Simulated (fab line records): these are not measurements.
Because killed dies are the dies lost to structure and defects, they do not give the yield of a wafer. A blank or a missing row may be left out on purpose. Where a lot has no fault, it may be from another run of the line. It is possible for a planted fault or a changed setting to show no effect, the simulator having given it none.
fab line records	flow ritCmos
[record] lots = 6	wafers = 18	lastDay = 7
route steps=202 shown ACTIVE@1 M1@202
lots with no fault: from the same line, run without faults
startH: start of the lot's first displayed wafer, in hours after the record's first day	waitH: hours from the lot's prior step to this one	" as in the row above	L1.1+2: a row that stands for several wafers	- no value, or no start was given	* or withheld: withheld	< > ~ a bound
route shown NAME@n: NAME is a module with steps in the file, n the number in the route of the first one	usual: the fault-free wafers' mean and standard deviation	same: alike in all rows	chamber/n: place in a boat	sites: each site's reading	_std_site: the values' standard deviation	_edge_site: mean of outer sites minus mean of inner sites	radiusMm: how far each site lies from the wafer's centre	mask NAME#n: copy n	behind: the last tool/chamber to shape the wafer	hold: cause of the lot's hold/its duration in hours/its outcome	device: the n, p or np transistor that did not switch	end of line: at the end of the route, the tests of the same wafers	a step with no rows: only its recipe	killed: dies lost to structure and defects at the first sort, not the wafer's yield	map: a wafer's dies, x killed, . not, _ none there
set.NAME: setting as actually run; set.NAME@STEP: the setting as run at that earlier step	model.NAME: the simulator's own value behind a step, which no gauge read
a table for each step, a row for each wafer; lots at some steps of the route
services: when a tool's chamber went out of use (startH, in hours from the record's first day, below 0 if earlier), for how many hours, and the reason
[[steps]]
[step RIT_ACTIVE_BOW_MEAS_00]
[recipe] mode = bow
[usual] INCOMING_BOW = -1/6.4
lot.wafer	tool	chamber	startH	waitH	INCOMING_BOW[um]
L961.1	filmMetro-01	-	40.00	-	1
L961.2	"	-	"	"	6
L961.4	"	-	"	"	4
L962.2	filmMetro-04	-	45.02	-	1
L962.3	"	-	"	"	7
L962.4	"	-	"	"	-7
L971.2	filmMetro-03	-	90.02	-	-4
L971.4	"	-	"	"	6
L971.5	"	-	"	"	-1
L972.3	filmMetro-04	-	95.04	-	-4
L972.4	"	-	"	"	2
L972.5	"	-	"	"	9
L974.3	filmMetro-04	-	105.04	-	-8
L974.5	"	-	"	"	9
L974.6	"	-	"	"	-10
L977.1	filmMetro-04	-	120.00	-	-2
L977.3	"	-	"	"	1
L977.6	"	-	"	"	2
[step RIT_ACTIVE_OXIDATION_01]
[recipe] tempC = 1000	ambient = O2	targetThkA = 468	oxTimeS = 3360
[step RIT_ACTIVE_THK_MEAS_02]
[recipe] reads = SiO2_of_ACTIVE_OXIDATION_01
[usual] ACTIVE_OXIDE_THK = 46.9/0.79
lot.wafer	tool	chamber	startH	waitH	ACTIVE_OXIDE_THK[nm]
L961.1	filmMetro-03	-	42.05	0.0	47.7
L961.2	"	-	"	"	47.0
L961.4	"	-	"	"	46.9
L962.2	filmMetro-03	-	47.47	0.0	46.1
L962.3	"	-	"	"	45.4
L962.4	"	-	"	"	46.0
L971.2	filmMetro-04	-	92.06	0.0	46.8
L971.4	"	-	"	"	47.1
L971.5	"	-	"	"	46.8
L972.3	filmMetro-03	-	97.07	0.0	47.5
L972.4	"	-	"	"	48.1
L972.5	"	-	"	"	47.6
L974.3	filmMetro-04	-	108.33	0.0	46.7
L974.5	"	-	"	"	45.4
L974.6	"	-	"	"	46.6
L977.1	filmMetro-04	-	122.05	0.0	46.6
L977.3	"	-	"	"	46.6
L977.6	"	-	"	"	47.0
[step RIT_ACTIVE_CVD_03]
[recipe] material = Si3N4	targetThkNm = 150	tempC = 810	precursor = SiH2Cl2/NH3	timeS = 1500	pressureMtorr = 300	sih2cl2FlowSccm = 60	nh3FlowSccm = 150
[usual] nh3FlowSccm = 149.9/0.38	pressureMtorr = 300.0/0.56	spikeTcLoadC = 834.2/2.5
lot.wafer	tool	chamber	startH	waitH	nh3FlowSccm	pressureMtorr	spikeTcLoadC
L961.1	lpcvd-01	1	42.11	0.1	150.7	300.2	831.3
L961.2	"	1	"	"	150.0	299.4	832.7
L961.4	"	1	"	"	150.4	299.2	832.5
L962.2	lpcvd-01	1	47.52	0.0	149.5	299.7	830.3
L962.3	"	1	"	"	150.0	300.4	831.7
L962.4	"	1	"	"	149.7	300.3	833.5
L971.2	lpcvd-02	0	92.11	0.0	-	-	-
L971.4	"	0	"	"	-	-	-
L971.5	"	0	"	"	-	-	-
L972.3	lpcvd-01	0	97.11	0.0	-	-	-
L972.4	"	0	"	"	-	-	-
L972.5	"	0	"	"	-	-	-
L974.3	lpcvd-01	1	108.37	0.0	149.5	299.5	833.6
L974.5	"	1	"	"	149.8	300.2	831.7
L974.6	"	1	"	"	150.3	299.9	830.8
L977.1	lpcvd-01	0	122.11	0.1	149.2	300.3	835.3
L977.3	"	0	"	"	150.3	300.0	834.8
L977.6	"	0	"	"	149.9	299.9	832.9
[step RIT_ACTIVE_HMDS_05]
[recipe] primeTimeS = 60	primeTempC = 140
[step RIT_ACTIVE_COAT_06]
[recipe] resist = NOVOLAK	spinRpm = 3327	resistThkNm = 1000
[step RIT_ACTIVE_SOFTBAKE_07]
[recipe] resist = NOVOLAK	tempC = 90	timeS = 60
[step RIT_ACTIVE_EXPOSE_08]
[recipe] maskId = M1	na = 0.6	sourceShape = conventional	sigmaOuter = 0.6	targetCdNm = 1400	doseMj = 225
[step RIT_ACTIVE_PEB_09]
[recipe] resist = NOVOLAK	tempC = withheld	timeS = withheld
[step RIT_ACTIVE_DEVELOP_10]
[recipe] resist = NOVOLAK	developTimeS = 50	devTempC = 23
[step RIT_ACTIVE_CD_MEAS_11]
[recipe] targetCdNm = 1400
[usual] cdNm = 1398.8/2.2
lot.wafer	tool	chamber	startH	waitH	cdNm
L961.1	cdSem-02	-	44.44	-	1398.0
L961.2	"	-	"	"	1398.3
L961.4	"	-	"	"	1395.5
L962.2	cdSem-01	-	49.99	-	1399.6
L962.3	"	-	"	"	1397.8
L962.4	"	-	"	"	1398.0
L971.2	cdSem-01	-	94.46	-	1398.2
L971.4	"	-	"	"	1395.6
L971.5	"	-	"	"	1395.9
L972.3	cdSem-01	-	99.60	-	1400.4
L972.4	"	-	"	"	1400.9
L972.5	"	-	"	"	1399.9
L974.3	cdSem-01	-	110.90	-	1398.7
L974.5	"	-	"	"	1399.1
L974.6	"	-	"	"	1399.1
L977.1	cdSem-02	-	124.56	-	1400.3
L977.3	"	-	"	"	1400.6
L977.6	"	-	"	"	1397.4
[step RIT_ACTIVE_HARDBAKE_12]
[recipe] resist = NOVOLAK	tempC = 140	timeS = 60
[step RIT_ACTIVE_ETCH_13]
[recipe] stopOn = SiO2	chemistry = SF6	target = Si3N4	timeS = 210	overEtchFrac = 0.4	SF6_flow_sccm = 200	pressureMtorr = 260	rfW = 125	targetDepthA = 2100
[usual] drypumpMotorCurrentA = 5.8/0.44	oesProductAu = 0.818/0.012	throttleValvePct = 7.52/0.14
lot.wafer	tool	chamber	startH	waitH	drypumpMotorCurrentA	oesProductAu	rfHoursCounterH	throttleValvePct	model.ACTIVE.featureDepthNm	model.etch.depthNm
L961.1	rieDiel-03	0	44.71	0.1	5.7	0.823	38	7.56	152.2	151.5
L961.2	"	1	"	"	6.1	0.822	138	7.27	150.2	150.2
L961.4	"	2	"	"	5.3	0.834	113	7.57	151.2	150.5
L962.2	rieDiel-02	1	50.29	0.1	6.5	0.819	3	7.61	148.2	148.2
L962.3	"	0	"	"	5.2	0.814	26	7.49	149.5	149.5
L962.4	"	2	"	"	5.5	0.804	150	7.57	147.9	147.4
L971.2	rieDiel-03	3	94.82	0.1	5.8	0.835	61	7.45	150	150
L971.4	"	0	"	"	5.7	0.819	39	7.55	150.7	150
L971.5	"	1	"	"	6.1	0.822	-	7.29	150	150
L972.3	rieDiel-02	1	99.83	0.1	6.4	0.820	4	7.59	150	150
L972.4	"	3	"	"	6.2	0.804	155	7.64	150	150
L972.5	"	0	"	"	5.1	0.826	-	7.50	150	150
L974.3	rieDiel-04	0	111.24	0.1	6.3	0.825	103	7.29	151.2	151.2
L974.5	"	3	"	"	5.1	0.808	-	7.76	153.9	153.9
L974.6	"	0	"	"	6.3	0.820	-	7.31	152.1	152.1
L977.1	rieDiel-02	1	124.83	0.1	6.5	0.821	4	7.61	147.3	147.3
L977.3	"	2	"	"	5.4	0.802	152	7.56	149.4	149
L977.6	"	0	"	"	5.1	0.830	-	7.51	147.5	147.5
[step RIT_ACTIVE_STRIP_14]
[recipe] chemistry = O2	timeS = 180	resist = NOVOLAK	platenTempC = withheld	powerW = 500	pressureMtorr = 4000	o2FlowSccm = 4000
[usual] drypumpMotorCurrentA = 5.5/0.37	rfReflPowerW = 5.7/1.7
lot.wafer	tool	chamber	startH	waitH	drypumpMotorCurrentA	rfHoursCounterH	rfReflPowerW
L961.1	plasmaAsher-01	1	44.85	0.1	5.2	39	5.8
L961.2	"	0	"	"	4.7	39	5.9
L961.4	"	0	"	"	4.7	-	6.0
L962.2	plasmaAsher-04	0	50.43	0.1	5.3	26	5.6
L962.3	"	0	"	"	5.3	-	5.5
L962.4	"	1	"	"	5.8	-	4.0
L971.2	plasmaAsher-03	1	94.95	0.1	5.9	43	6.8
L971.4	"	1	"	"	5.8	-	6.6
L971.5	"	1	"	"	5.8	-	6.7
L972.3	plasmaAsher-04	1	100.03	0.1	5.7	-	3.7
L972.4	"	0	"	"	5.3	-	5.8
L972.5	"	0	"	"	5.3	-	5.8
L974.3	plasmaAsher-04	0	111.43	0.1	5.3	-	5.5
L974.5	"	1	"	"	5.7	-	3.7
L974.6	"	0	"	"	5.3	-	5.5
L977.1	plasmaAsher-04	0	124.97	0.1	5.3	34	5.7
L977.3	"	1	"	"	5.8	-	3.9
L977.6	"	0	"	"	5.3	-	5.9
[step RIT_ACTIVE_CD_MEAS_90]
[recipe] targetCdNm = 1400
[usual] cdNm = 1398.8/2.1
lot.wafer	tool	chamber	startH	waitH	cdNm
L961.1	cdSem-02	-	45.02	0.1	1397.7
L961.2	"	-	"	"	1398.3
L961.4	"	-	"	"	1395.4
L962.2	cdSem-01	-	50.62	0.1	1399.5
L962.3	"	-	"	"	1397.7
L962.4	"	-	"	"	1397.5
L971.2	cdSem-01	-	95.14	0.1	-
L971.4	"	-	"	"	-
L971.5	"	-	"	"	-
L972.3	cdSem-02	-	100.18	0.1	-
L972.4	"	-	"	"	-
L972.5	"	-	"	"	-
L974.3	cdSem-02	-	111.59	0.1	1398.7
L974.5	"	-	"	"	1399.1
L974.6	"	-	"	"	1399.1
L977.1	cdSem-02	-	125.14	0.1	1400.5
L977.3	"	-	"	"	1400.8
L977.6	"	-	"	"	1397.2
[step RIT_ACTIVE_CLEAN_15]
[recipe] chemistry = SC1	mix = 3:3:50	timeS = 623	tempC = 75
[step RIT_M1_PROBE_99]
[usual] killedAtContacts = 0.0/0.18	killedAtFrontEnd = 6/3.1	killedDies = 6/3.1	killedOnRim = 1.7/1.5	killedOpen = 3.4/1.9	killedShort = 3.1/2
[same] grossDies = 264	killed_at_M0_to_M3 = 0	killed_at_M4_up = 0	killedAtBackSide = 0	killedAtOther = 0
lot.wafer	tool	chamber	startH	waitH	killedAtContacts	killedAtFrontEnd	killedDies	killedOnRim	killedOpen	killedShort
L961.1	prober-01	-	86.91	0.1	0	6	6	1	2	4
L961.2	prober-01	-	86.96	0.1	0	5	5	1	2	3
L961.4	prober-01	-	87.06	0.2	1	9	10	5	4	6
L962.2	prober-02	-	91.93	0.1	0	9	9	4	5	4
L962.3	prober-02	-	91.98	0.2	0	12	12	3	6	6
L962.4	prober-02	-	92.03	0.2	0	5	5	1	2	3
L971.2	prober-01	-	138.38	0.1	0	264	264	70	1	1
L971.4	prober-01	-	138.48	0.2	0	264	264	70	0	1
L971.5	prober-01	-	138.53	0.2	1	263	264	70	0	0
L972.3	prober-02	-	143.73	0.2	0	264	264	70	1	1
L972.4	prober-02	-	143.78	0.2	0	264	264	70	1	1
L972.5	prober-02	-	143.83	0.2	0	264	264	70	1	0
L974.3	prober-02	-	153.29	0.2	0	6	6	2	5	1
L974.5	prober-02	-	153.39	0.2	0	2	2	2	0	2
L974.6	prober-02	-	153.44	0.2	0	5	5	0	4	1
// killed by level:class
L961.1 GATE:geometricParticle:short=2 FOX2:geometricParticle:short=1 REOX:geometricParticle:open=1 REOX:geometricParticle:short=1 SILICIDE:geometricParticle:open=1
L961.2 GATE:geometricParticle:short=2 FOX1:geometricParticle:short=1 FOX2:geometricParticle:open=1 SPACER:geometricParticle:open=1
L961.4 GATE:geometricParticle:open=2 GATE:geometricParticle:short=2 FOX1:geometricParticle:short=1 FOX2:geometricParticle:short=1 REOX:geometricParticle:short=1 REOX:geometricParticle:open=1 SILICIDE:geometricParticle:short=1 CONTACT:geometricParticle:open=1
L962.2 GATE:geometricParticle:short=3 GATE:geometricParticle:open=2 REOX:geometricParticle:open=2 FOX2:geometricParticle:open=1 SPACER:geometricParticle:short=1
L962.3 GATE:geometricParticle:open=3 REOX:geometricParticle:short=3 REOX:geometricParticle:open=3 GATE:geometricParticle:short=2 FOX2:geometricParticle:short=1
L962.4 GATE:geometricParticle:short=1 GATE:geometricParticle:open=1 REOX:geometricParticle:short=1 SPACER:geometricParticle:short=1 SPACER:geometricParticle:open=1
L971.2 ACTIVE:lostPattern=262 REOX:geometricParticle:short=1 SILICIDE:geometricParticle:open=1
L971.4 ACTIVE:lostPattern=262 GATE:geometricParticle:short=1 NRETRO:areaExpose=1
L971.5 ACTIVE:lostPattern=262 CONTACT:areaExpose=1 PSD:areaExpose=1
L972.3 ACTIVE:lostPattern=258 FOX2:geometricParticle:short=1 GATE:geometricParticle:open=1 NWELL:areaExpose=1 NLDD:areaExpose=1 GATE:areaExpose=1 PLDD:areaExpose=1
L972.4 ACTIVE:lostPattern=260 GATE:areaExpose=2 GATE:geometricParticle:open=1 SPACER:geometricParticle:short=1
L972.5 ACTIVE:lostPattern=261 FOX2:geometricParticle:open=1 PWELL:areaExpose=1 NRETRO:areaExpose=1
L974.3 GATE:geometricParticle:open=3 SILICIDE:geometricParticle:open=2 GATE:geometricParticle:short=1
L974.5 SPACER:geometricParticle:short=1 SILICIDE:geometricParticle:short=1
L974.6 SILICIDE:geometricParticle:open=2 REOX:geometricParticle:open=1 SPACER:geometricParticle:open=1 SILICIDE:geometricParticle:short=1
// map L971.2 (x killed, . not)
________xxxxxxx_______
_____xxxxxxxxxxxxx____
____xxxxxxxxxxxxxxx___
___xxxxxxxxxxxxxxxxx__
__xxxxxxxxxxxxxxxxxxx_
__xxxxxxxxxxxxxxxxxxx_
_xxxxxxxxxxxxxxxxxxxxx
_xxxxxxxxxxxxxxxxxxxxx
_xxxxxxxxxxxxxxxxxxxxx
_xxxxxxxxxxxxxxxxxxxxx
__xxxxxxxxxxxxxxxxxxx_
__xxxxxxxxxxxxxxxxxxx_
___xxxxxxxxxxxxxxxxx__
____xxxxxxxxxxxxxxx___
_____xxxxxxxxxxxxx____
________xxxxxxx_______
// map L972.3 (x killed, . not)
________xxxxxxx_______
_____xxxxxxxxxxxxx____
____xxxxxxxxxxxxxxx___
___xxxxxxxxxxxxxxxxx__
__xxxxxxxxxxxxxxxxxxx_
__xxxxxxxxxxxxxxxxxxx_
_xxxxxxxxxxxxxxxxxxxxx
_xxxxxxxxxxxxxxxxxxxxx
_xxxxxxxxxxxxxxxxxxxxx
_xxxxxxxxxxxxxxxxxxxxx
__xxxxxxxxxxxxxxxxxxx_
__xxxxxxxxxxxxxxxxxxx_
___xxxxxxxxxxxxxxxxx__
____xxxxxxxxxxxxxxx___
_____xxxxxxxxxxxxx____
________xxxxxxx_______
[[services]]
tool	chamber	startH	hours	kind
rieDiel-04	2	27.79	10.4	repair
rieDiel-03	0	33.76	4.5	repair
rieDiel-02	-	39.46	1.9	repair
rieDiel-04	1	46.52	11.5	repair
rieDiel-04	1	58.94	12.4	repair
rieDiel-04	3	63.48	12.8	repair
rieDiel-02	-	71.46	2.8	pm
rieDiel-04	2	78.94	5.8	repair
rieDiel-03	0	109.35	9.4	repair
rieDiel-03	1	113.32	8.1	repair
rieDiel-04	3	114.91	13.8	repair
rieDiel-02	3	117.52	-	clean
rieDiel-02	3	117.52	15.7	scheduledDown
rieDiel-02	3	117.52	15.7	ventCycle
rieDiel-04	0	123.08	3.4	repair
[[key]]
[firstSign] step = RIT_ACTIVE_CVD_03	reading = toolRecord	direction = missing
[effect] step = RIT_ACTIVE_CD_MEAS_90	reading = cdNm	direction = missing
[effect] step = RIT_M1_PROBE_99	reading = killedAtFrontEnd	direction = up	sigmas = 83	usual = 6	struck = 264
[modelEffect] step = RIT_ACTIVE_ETCH_13	value = ACTIVE.featureDepthNm	without = 148.2	struck = 150.1
metAt RIT_ACTIVE_CVD_03
struckWafers L971.2,L971.4,L971.5,L972.3,L972.4,L972.5
laterRowsLeftOut L971.2,L971.4,L971.5,L972.3,L972.4,L972.5
testerLeftOut L971,L972
onsetBetween 47.52 92.11
[fault] kind = skippedStepWhole	tool = lpcvd-01,lpcvd-02	chamber = -	onsetH = 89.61	steps = RIT_ACTIVE_CVD_03	scope = struckLotsOnly
// testerLeftOut: of these lots the tester's yield and bins aren't shown, on N5 and GAA mostly nor the transistor test; their killed dies are dies lost to structure and defects alone, not to doping, threshold or leakage, so they don't give the yield
// laterRowsLeftOut: the simulator's readings of these wafers behind a module that went badly wrong aren't trusted and aren't shown, but for the sort
